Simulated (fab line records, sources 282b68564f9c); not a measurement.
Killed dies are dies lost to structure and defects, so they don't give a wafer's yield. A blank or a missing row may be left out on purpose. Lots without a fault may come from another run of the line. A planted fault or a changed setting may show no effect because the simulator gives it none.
fab line records | flow rit_cmos | part 1 of 2: steps 1 to 27 of 41
record lots=5 wafers=15 last_day=7
route steps=202 shown PWELL@41 WELLDRIVE@50 NWELL@51 NRETRO@53 PRETRO@64 GATE@75 FOX2@80
lots that met no fault: from a run of the same line without faults
start_h: hours from the record's first day to the start of the lot's first wafer shown | wait_h: hours since the lot's step before | " the same as in the row above | L1.1+2: a row that stands for several wafers | - no value, or no start given | * or withheld: withheld | < > ~ a bound
route shown NAME@n: a module of which the file shows steps, and the number in the route of the first | usual: mean/standard deviation of fault-free wafers | same: alike in all rows | chamber/n: place in a boat | sites: the reading at each site | _std_site: their standard deviation | _edge_site: outer sites' mean less inner sites' | radius_mm: how far each site lies from the wafer's centre | mask NAME#n: copy n | behind: the tool/chamber that last shaped the wafer | hold: why the lot was held/for how many hours/how that ended | device: the transistor (n, p or np) that didn't switch | end of line: the same wafers' tests at the end of the route | a step without rows: its recipe alone | killed: dies lost to structure and defects at the first sort, not the wafer's yield | map: a wafer's dies, x killed, . not, _ none there
set.NAME: the setting as run; set.NAME@STEP: as run at that earlier step | model.NAME: the simulator's own value behind a step, which no gauge read
lots at some steps of the route; a table a step, a row a wafer
services: from which hour (start_h, from the record's first day; less than 0 if before it) a tool's chamber was out of use, for how many hours, and why
## steps
# step RIT_PWELL_SOFTBAKE_02
# recipe resist=NOVOLAK temp_c=90 time_s=61.77
# usual exhaust_pa=44.9/0.95 plate_sensor_t_centre_C=90.969/0.0098 plate_sensor_t_edge_C=91.021/0.0097
# columns lot.wafer tool chamber start_h wait_h exhaust_pa plate_sensor_t_centre_C plate_sensor_t_edge_C
L074.2 litho_track-04 0 23.94 0.1 44.9 90.973 91.006
L074.4 " 0 " " 46.4 90.972 90.995
L074.6 " 0 " " 45.9 90.977 91.046
L087.1 litho_track-04 0 88.10 0.1 43.6 90.978 91.023
L087.3 " 0 " " 45.9 90.985 91.024
L087.4 " 0 " " 44.2 90.955 91.015
L094.1 litho_track-02 0 125.08 0.1 44.4 90.960 91.022
L094.2 " 0 " " 45.9 90.956 91.031
L094.3 " 0 " " 45.4 90.958 91.024
L093.3 litho_track-03 0 125.38 0.1 44.7 90.967 91.012
L093.5 " 0 " " 46.3 90.972 91.027
L093.6 " 0 " " 46.7 90.981 91.031
L097.1 litho_track-02 0 139.35 0.1 46.6 90.963 91.020
L097.2 " 0 " " 45.9 90.957 91.028
L097.6 " 0 " " 45.2 90.973 91.016
# step RIT_PWELL_EXPOSE_03
# recipe mask_id=M3 na=0.57 target_cd_nm=43700 dose_mj=250
# columns lot.wafer tool chamber start_h wait_h mask
L074.2+4+6 iline_stepper-02 0 24.09 0.1 M3#0
L087.1+3+4 iline_stepper-02 0 88.25 0.1 M3#0
L094.1+2+3 iline_stepper-01 0 125.35 0.2 M3#0
L093.3+5+6 iline_stepper-02 0 125.65 0.2 M3#0
L097.1+2+6 iline_stepper-02 0 139.50 0.1 M3#0
# step RIT_PWELL_PEB_04
# recipe resist=NOVOLAK temp_c=withheld time_s=withheld
# usual exhaust_pa=45.1/0.81
# columns lot.wafer tool chamber start_h wait_h exhaust_pa
L074.2 litho_track-02 0 24.21 0.1 44.7
L074.4 " 0 " " 44.4
L074.6 " 0 " " 45.1
L087.1 litho_track-03 0 88.37 0.1 43.9
L087.3 " 0 " " 45.1
L087.4 " 0 " " 44.3
L094.1 litho_track-04 0 125.47 0.1 45.0
L094.2 " 0 " " 45.3
L094.3 " 0 " " 44.9
L093.3 litho_track-02 0 125.77 0.1 46.2
L093.5 " 0 " " 45.8
L093.6 " 0 " " 46.3
L097.1 litho_track-04 0 139.62 0.1 44.4
L097.2 " 0 " " 45.3
L097.6 " 0 " " 45.1
# step RIT_PWELL_DEVELOP_05
# recipe resist=NOVOLAK develop_time_s=68 dev_temp_c=23
# usual exhaust_pa=44.9/0.91
# columns lot.wafer tool chamber start_h wait_h exhaust_pa
L074.2 litho_track-02 0 - - 46.3
L074.4 " 0 " " 43.4
L074.6 " 0 " " 43.6
L087.1 litho_track-03 0 - - 45.0
L087.3 " 0 " " 45.1
L087.4 " 0 " " 45.7
L094.1 litho_track-04 0 - - 45.8
L094.2 " 0 " " 43.9
L094.3 " 0 " " 43.8
L093.3 litho_track-02 0 - - 43.7
L093.5 " 0 " " 45.8
L093.6 " 0 " " 45.5
L097.1 litho_track-04 0 - - 44.6
L097.2 " 0 " " 46.0
L097.6 " 0 " " 43.8
# step RIT_PWELL_OVL_MEAS_06
# usual PWELL_OVL=1.4/1.4
# columns lot.wafer tool chamber start_h wait_h PWELL_OVL[nm]
L074.2 overlay-02 - 24.50 - 3.1
L074.4 " - " " 3.8
L074.6 " - " " 3.6
L087.1 overlay-01 - 88.68 - 2.6
L087.3 " - " " 2.3
L087.4 " - " " 2.5
L094.1 overlay-01 - 125.78 - 2.2
L094.2 " - " " 0.9
L094.3 " - " " 1.4
L093.3 overlay-02 - 126.05 - 0.7
L093.5 " - " " -0.5
L093.6 " - " " -1.0
L097.1 overlay-01 - 139.93 - -1.3
L097.2 " - " " 1.0
L097.6 " - " " 0.9
# step RIT_PWELL_HARDBAKE_07
# recipe resist=NOVOLAK temp_c=140 time_s=120
# usual exhaust_pa=45.2/0.89
# columns lot.wafer tool chamber start_h wait_h exhaust_pa
L074.2 litho_track-04 0 24.58 0.1 45.0
L074.4 " 0 " " 44.0
L074.6 " 0 " " 43.6
L087.1 litho_track-03 0 88.72 0.0 46.0
L087.3 " 0 " " 44.1
L087.4 " 0 " " 46.1
L094.1 litho_track-03 0 125.82 0.0 46.2
L094.2 " 0 " " 45.7
L094.3 " 0 " " 47.2
L093.3 litho_track-04 0 126.16 0.1 44.1
L093.5 " 0 " " 44.3
L093.6 " 0 " " 45.1
L097.1 litho_track-04 0 139.97 0.0 45.3
L097.2 " 0 " " 44.6
L097.6 " 0 " " 44.4
# step RIT_PWELL_IMPLANT_08
# recipe species=B energy_kev=170 dose_cm2=7e+13 tilt_deg=7
# columns lot.wafer tool chamber start_h wait_h
L074.2+4+6 implanter-01 0 24.81 0.2
L087.1+3+4 implanter-01 0 88.97 0.2
L094.1+2+3 implanter-01 0 126.07 0.2
L093.3+5+6 implanter-04 0 126.37 0.2
L097.1+2+6 implanter-04 0 140.22 0.2
# step RIT_PWELL_STRIP_09
# recipe chemistry=O2 time_s=180 resist=NOVOLAK platen_temp_c=withheld power_w=500 pressure_mtorr=4000 o2_flow_sccm=4000
# usual drypump_motor_current_A=5.7/0.4
# columns lot.wafer tool chamber start_h wait_h drypump_motor_current_A rf_hours_counter_h
L074.2 plasma_asher-04 0 24.93 0.1 5.7 37
L074.4 " 0 " " 5.6 -
L074.6 " 1 " " 5.3 -
L087.1 plasma_asher-04 1 89.12 0.1 5.3 44
L087.3 " 0 " " 5.7 -
L087.4 " 1 " " 5.3 -
L094.1 plasma_asher-04 1 126.22 0.1 5.3 48
L094.2 " 0 " " 5.6 48
L094.3 " 0 " " 5.7 -
L093.3 plasma_asher-02 0 126.53 0.1 5.6 -
L093.5 " 0 " " 5.5 -
L093.6 " 1 " " 6.6 -
L097.1 plasma_asher-04 1 140.37 0.1 5.3 49
L097.2 " 0 " " 5.6 49
L097.6 " 0 " " 5.7 -
# step RIT_PWELL_TW_MEAS_10
# usual PWELL_TW=951/6.7
# columns lot.wafer tool chamber start_h wait_h PWELL_TW
L074.2 film_metro-01 - 25.12 0.1 961
L074.4 " - " " 961
L074.6 " - " " 954
L087.1 film_metro-04 - 89.29 0.1 946
L087.3 " - " " 940
L087.4 " - " " 942
L094.1 film_metro-01 - 126.40 0.1 949
L094.2 " - " " 956
L094.3 " - " " 953
L093.3 film_metro-02 - 126.67 0.1 939
L093.5 " - " " 947
L093.6 " - " " 944
L097.1 film_metro-01 - 140.55 0.1 953
L097.2 " - " " 952
L097.6 " - " " 952
# step RIT_WELLDRIVE_ANNEAL_00
# recipe temp_c=1100 time_s=14700 ambient=N2
# usual tube_center_temp_C_max=1102.8/0.4
# columns lot.wafer tool chamber start_h wait_h tube_center_temp_C_max
L074.2 furnace-03 0 26.32 1.2 1103.0
L074.4 " 0 " " 1102.4
L074.6 " 0 " " 1103.1
L087.1 furnace-04 0 89.77 0.5 1103.1
L087.3 " 0 " " 1102.4
L087.4 " 0 " " 1102.2
L093.3 furnace-03 0 127.52 0.8 1102.3
L093.5 " 0 " " 1103.5
L093.6 " 0 " " 1102.6
L094.1 furnace-03 0 127.52 1.1 1102.5
L094.2 " 0 " " 1102.2
L094.3 " 0 " " 1102.8
L097.1 furnace-04 0 141.13 0.6 1102.8
L097.2 " 0 " " 1104.0
L097.6 " 0 " " 1102.6
# step RIT_WELLDRIVE_RS_MEAS_01
# recipe thk_meas_gauge=four-point-probe
# usual NWELL_RS=275.3/0.68
# columns lot.wafer tool chamber start_h wait_h NWELL_RS[ohm/sq]
L074.2 film_metro-01 - 31.42 0.0 276.0
L074.4 " - " " 275.5
L074.6 " - " " 276.2
L087.1 film_metro-01 - 94.85 0.0 275.5
L087.3 " - " " 275.2
L087.4 " - " " 274.8
L094.1 film_metro-01 - 132.61 0.0 276.1
L094.2 " - " " 276.4
L094.3 " - " " 275.8
L093.3 film_metro-04 - 132.65 0.0 273.8
L093.5 " - " " 274.5
L093.6 " - " " 274.4
L097.1 film_metro-04 - 146.22 0.0 276.0
L097.2 " - " " 274.8
L097.6 " - " " 275.5
# step RIT_WELLDRIVE_RS_MEAS_02
# recipe thk_meas_gauge=four-point-probe
# usual PWELL_RS=429.3/1.2
# columns lot.wafer tool chamber start_h wait_h PWELL_RS[ohm/sq]
L074.2 film_metro-01 - 31.54 0.1 429.4
L074.4 " - " " 430.3
L074.6 " - " " 430.3
L087.1 film_metro-01 - 94.97 0.1 428.6
L087.3 " - " " 427.7
L087.4 " - " " 429.3
L094.1 film_metro-01 - 132.73 0.1 428.2
L094.2 " - " " 428.8
L094.3 " - " " 428.5
L093.3 film_metro-04 - 132.77 0.1 428.9
L093.5 " - " " 429.4
L093.6 " - " " 428.6
L097.1 film_metro-04 - 146.34 0.1 427.9
L097.2 " - " " 429.5
L097.6 " - " " 429.1
# step RIT_NRETRO_HMDS_00
# recipe prime_time_s=60 prime_temp_c=140
# usual exhaust_pa=45.0/1
# same prime_time_s=60
# columns lot.wafer tool chamber start_h wait_h exhaust_pa
L074.2 litho_track-01 0 31.67 0.1 46.1
L074.4 " 0 " " 46.8
L074.6 " 0 " " 45.2
L087.1 litho_track-04 0 95.09 0.1 44.9
L087.3 " 0 " " 44.9
L087.4 " 0 " " 45.6
L094.1 litho_track-01 0 132.85 0.1 44.0
L094.2 " 0 " " 44.3
L094.3 " 0 " " 44.5
L093.3 litho_track-02 0 132.90 0.1 45.1
L093.5 " 0 " " 44.0
L093.6 " 0 " " 44.7
L097.1 litho_track-02 0 146.46 0.1 43.8
L097.2 " 0 " " 44.3
L097.6 " 0 " " 44.9
# step RIT_NRETRO_COAT_01
# recipe resist=NOVOLAK spin_rpm=2000 resist_thk_nm=1300
# usual exhaust_pa=44.9/0.85
# columns lot.wafer tool chamber start_h wait_h exhaust_pa
L074.2 litho_track-01 0 31.82 0.1 45.0
L074.4 " 0 " " 45.2
L074.6 " 0 " " 44.8
L087.1 litho_track-04 0 95.24 0.1 45.0
L087.3 " 0 " " 44.7
L087.4 " 0 " " 44.8
L094.1 litho_track-01 0 133.00 0.1 46.0
L094.2 " 0 " " 45.7
L094.3 " 0 " " 46.1
L093.3 litho_track-02 0 133.05 0.1 45.7
L093.5 " 0 " " 45.0
L093.6 " 0 " " 45.0
L097.1 litho_track-02 0 146.61 0.1 45.7
L097.2 " 0 " " 45.4
L097.6 " 0 " " 45.5
# step RIT_NRETRO_SOFTBAKE_02
# recipe resist=NOVOLAK temp_c=90 time_s=61.41
# usual exhaust_pa=44.7/0.95 plate_sensor_t_centre_C=90.970/0.0092 plate_sensor_t_edge_C=91.019/0.0097
# columns lot.wafer tool chamber start_h wait_h exhaust_pa plate_sensor_t_centre_C plate_sensor_t_edge_C
L074.2 litho_track-01 0 31.97 0.1 44.8 90.963 91.019
L074.4 " 0 " " 44.9 90.967 91.015
L074.6 " 0 " " 44.9 90.969 91.010
L087.1 litho_track-04 0 95.39 0.1 44.1 90.991 91.014
L087.3 " 0 " " 45.6 90.977 91.009
L087.4 " 0 " " 43.8 90.982 91.038
L094.1 litho_track-01 0 133.15 0.1 45.7 90.969 91.014
L094.2 " 0 " " 44.8 90.974 91.010
L094.3 " 0 " " 44.6 90.982 91.017
L093.3 litho_track-02 0 133.20 0.1 45.5 90.972 91.015
L093.5 " 0 " " 45.4 90.965 91.012
L093.6 " 0 " " 45.0 90.961 91.033
L097.1 litho_track-02 0 146.76 0.1 44.7 90.966 91.021
L097.2 " 0 " " 42.5 90.975 91.018
L097.6 " 0 " " 43.8 90.951 91.020
# step RIT_NRETRO_EXPOSE_03
# recipe mask_id=M4 na=0.57 target_cd_nm=43900 dose_mj=250
# columns lot.wafer tool chamber start_h wait_h mask
L074.2+4+6 iline_stepper-02 0 32.11 0.1 M4#0
L087.1+3+4 iline_stepper-02 0 95.66 0.2 M4#0
L093.3+5+6 iline_stepper-01 0 133.46 0.2 M4#0
L094.1+2+3 iline_stepper-02 0 133.66 0.5 M4#0
L097.1+2+6 iline_stepper-02 0 146.91 0.1 M4#0
# step RIT_NRETRO_PEB_04
# recipe resist=NOVOLAK temp_c=withheld time_s=withheld
# usual exhaust_pa=45.2/0.86
# columns lot.wafer tool chamber start_h wait_h exhaust_pa
L074.2 litho_track-01 0 32.23 0.1 45.4
L074.4 " 0 " " 45.9
L074.6 " 0 " " 44.5
L087.1 litho_track-01 0 95.78 0.1 45.3
L087.3 " 0 " " 45.0
L087.4 " 0 " " 46.6
L093.3 litho_track-01 0 133.59 0.1 45.2
L093.5 " 0 " " 45.7
L093.6 " 0 " " 47.1
L094.1 litho_track-01 0 133.85 0.2 44.0
L094.2 " 0 " " 43.9
L094.3 " 0 " " 43.7
L097.1 litho_track-04 0 147.10 0.2 45.7
L097.2 " 0 " " 45.0
L097.6 " 0 " " 45.6
# step RIT_NRETRO_DEVELOP_05
# recipe resist=NOVOLAK develop_time_s=68 dev_temp_c=23
# usual exhaust_pa=45.0/0.82
# columns lot.wafer tool chamber start_h wait_h exhaust_pa
L074.2 litho_track-01 0 - - 44.5
L074.4 " 0 " " 44.7
L074.6 " 0 " " 44.2
L087.1 litho_track-01 0 - - 43.3
L087.3 " 0 " " 44.7
L087.4 " 0 " " 44.1
L093.3 litho_track-01 0 - - 45.4
L093.5 " 0 " " 46.3
L093.6 " 0 " " 46.2
L094.1 litho_track-01 0 - - 44.1
L094.2 " 0 " " 44.9
L094.3 " 0 " " 44.6
L097.1 litho_track-04 0 - - 46.2
L097.2 " 0 " " 44.6
L097.6 " 0 " " 44.2
# step RIT_NRETRO_OVL_MEAS_06
# usual NRETRO_OVL=0.9/1.5
# columns lot.wafer tool chamber start_h wait_h NRETRO_OVL[nm]
L074.2 overlay-02 - 32.53 - 0.1
L074.4 " - " " 3.0
L074.6 " - " " 1.8
L087.1 overlay-01 - 96.09 - -2.4
L087.3 " - " " -0.6
L087.4 " - " " -0.9
L093.3 overlay-02 - 133.86 - -0.7
L093.5 " - " " 0.4
L093.6 " - " " -0.4
L094.1 overlay-02 - 134.16 - 1.9
L094.2 " - " " 1.2
L094.3 " - " " 2.9
L097.1 overlay-02 - 147.41 - 2.2
L097.2 " - " " 3.1
L097.6 " - " " 3.2
# step RIT_NRETRO_HARDBAKE_07
# recipe resist=NOVOLAK temp_c=140 time_s=120
# usual exhaust_pa=45.1/0.93
# columns lot.wafer tool chamber start_h wait_h exhaust_pa
L074.2 litho_track-02 0 32.60 0.1 45.2
L074.4 " 0 " " 44.0
L074.6 " 0 " " 46.4
L087.1 litho_track-04 0 96.13 0.0 44.1
L087.3 " 0 " " 46.0
L087.4 " 0 " " 44.7
L093.3 litho_track-04 0 134.16 0.3 45.5
L093.5 " 0 " " 46.3
L093.6 " 0 " " 47.0
L094.1 litho_track-01 0 134.20 0.0 46.3
L094.2 " 0 " " 45.1
L094.3 " 0 " " 45.1
L097.1 litho_track-04 0 147.45 0.0 45.0
L097.2 " 0 " " 43.9
L097.6 " 0 " " 44.9
# step RIT_NRETRO_IMPLANT_08
# recipe species=P energy_kev=70 dose_cm2=1e+13 tilt_deg=7
# columns lot.wafer tool chamber start_h wait_h
L074.2+4+6 implanter-04 0 32.83 0.2
L087.1+3+4 implanter-03 0 96.38 0.2
L093.3+5+6 implanter-04 0 134.38 0.2
L094.1+2+3 implanter-01 0 134.45 0.2
L097.1+2+6 implanter-03 0 147.70 0.2
# step RIT_NRETRO_STRIP_09
# recipe chemistry=O2 time_s=180 resist=NOVOLAK platen_temp_c=withheld power_w=500 pressure_mtorr=4000 o2_flow_sccm=4000
# usual drypump_motor_current_A=5.7/0.42
# columns lot.wafer tool chamber start_h wait_h drypump_motor_current_A rf_hours_counter_h
L074.2 plasma_asher-03 1 32.96 0.1 5.6 38
L074.4 " 0 " " 5.9 -
L074.6 " 1 " " 5.6 -
L087.1 plasma_asher-04 1 96.53 0.1 5.3 44
L087.3 " 1 " " 5.2 -
L087.4 " 0 " " 5.7 -
L093.3 plasma_asher-04 0 134.54 0.1 5.6 -
L093.5 " 0 " " 5.7 -
L093.6 " 1 " " 5.2 -
L094.1 plasma_asher-02 0 134.60 0.1 5.5 36
L094.2 " 1 " " 6.7 36
L094.3 " 1 " " 6.6 -
L097.1 plasma_asher-04 1 147.85 0.1 5.3 50
L097.2 " 0 " " 5.6 50
L097.6 " 1 " " 5.2 -
# step RIT_NRETRO_TW_MEAS_10
# usual NRETRO_TW=1046/6.6
# columns lot.wafer tool chamber start_h wait_h NRETRO_TW
L074.2 film_metro-04 - 33.14 0.1 1043
L074.4 " - " " 1051
L074.6 " - " " 1044
L087.1 film_metro-02 - 96.71 0.1 1046
L087.3 " - " " 1039
L087.4 " - " " 1049
L093.3 film_metro-03 - 134.68 0.1 1053
L093.5 " - " " 1056
L093.6 " - " " 1054
L094.1 film_metro-04 - 134.77 0.1 1051
L094.2 " - " " 1052
L094.3 " - " " 1049
L097.1 film_metro-03 - 148.02 0.1 1047
L097.2 " - " " 1051
L097.6 " - " " 1049
# step RIT_PRETRO_HMDS_00
# recipe prime_time_s=60 prime_temp_c=140
# usual exhaust_pa=45.1/0.86
# same prime_time_s=60
# columns lot.wafer tool chamber start_h wait_h exhaust_pa
L074.2 litho_track-04 0 33.22 0.1 44.7
L074.4 " 0 " " 44.0
L074.6 " 0 " " 44.7
L087.1 litho_track-04 0 96.77 0.1 45.1
L087.3 " 0 " " 45.3
L087.4 " 0 " " 45.1
L093.3 litho_track-01 0 134.77 0.1 46.7
L093.5 " 0 " " 46.9
L093.6 " 0 " " 45.1
L094.1 litho_track-03 0 134.83 0.1 46.1
L094.2 " 0 " " 45.5
L094.3 " 0 " " 44.4
L097.1 litho_track-04 0 148.08 0.1 44.3
L097.2 " 0 " " 44.1
L097.6 " 0 " " 44.3
# step RIT_PRETRO_COAT_01
# recipe resist=NOVOLAK spin_rpm=2000 resist_thk_nm=1300
# usual exhaust_pa=44.8/0.94
# columns lot.wafer tool chamber start_h wait_h exhaust_pa
L074.2 litho_track-04 0 33.37 0.1 44.0
L074.4 " 0 " " 45.9
L074.6 " 0 " " 44.5
L087.1 litho_track-04 0 96.92 0.1 46.5
L087.3 " 0 " " 45.0
L087.4 " 0 " " 46.1
L093.3 litho_track-01 0 134.92 0.1 44.5
L093.5 " 0 " " 44.7
L093.6 " 0 " " 44.1
L094.1 litho_track-03 0 134.98 0.1 44.5
L094.2 " 0 " " 43.3
L094.3 " 0 " " 44.9
L097.1 litho_track-04 0 148.23 0.1 45.7
L097.2 " 0 " " 47.3
L097.6 " 0 " " 46.4
# step RIT_PRETRO_SOFTBAKE_02
# recipe resist=NOVOLAK temp_c=90 time_s=62.37
# usual exhaust_pa=44.8/0.88 plate_sensor_t_centre_C=90.970/0.011 plate_sensor_t_edge_C=91.019/0.01
# columns lot.wafer tool chamber start_h wait_h exhaust_pa plate_sensor_t_centre_C plate_sensor_t_edge_C
L074.2 litho_track-04 0 33.52 0.1 45.2 90.963 91.011
L074.4 " 0 " " 44.5 90.989 91.016
L074.6 " 0 " " 46.4 90.976 91.019
L087.1 litho_track-04 0 97.07 0.1 45.3 90.981 91.017
L087.3 " 0 " " 43.6 90.962 91.012
L087.4 " 0 " " 44.5 90.967 91.026
L093.3 litho_track-01 0 135.07 0.1 45.5 90.970 91.009
L093.5 " 0 " " 44.4 90.969 91.014
L093.6 " 0 " " 45.1 90.989 91.019
L094.1 litho_track-03 0 135.13 0.1 46.2 90.979 91.008
L094.2 " 0 " " 44.8 90.967 91.036
L094.3 " 0 " " 45.1 90.988 91.033
L097.1 litho_track-04 0 148.38 0.1 43.6 90.966 91.033
L097.2 " 0 " " 43.1 90.966 91.014
L097.6 " 0 " " 44.0 90.974 91.025
# step RIT_PRETRO_EXPOSE_03
# recipe mask_id=M5 na=0.57 target_cd_nm=43700 dose_mj=250
# columns lot.wafer tool chamber start_h wait_h mask
L074.2+4+6 iline_stepper-02 0 33.79 0.2 M5#0
L087.1+3+4 iline_stepper-01 0 97.22 0.1 M5#0
L093.3+5+6 iline_stepper-01 0 135.20 0.1 M5#0
L094.1+2+3 iline_stepper-01 0 135.28 0.1 M5#0
L097.1+2+6 iline_stepper-02 0 148.66 0.2 M5#0
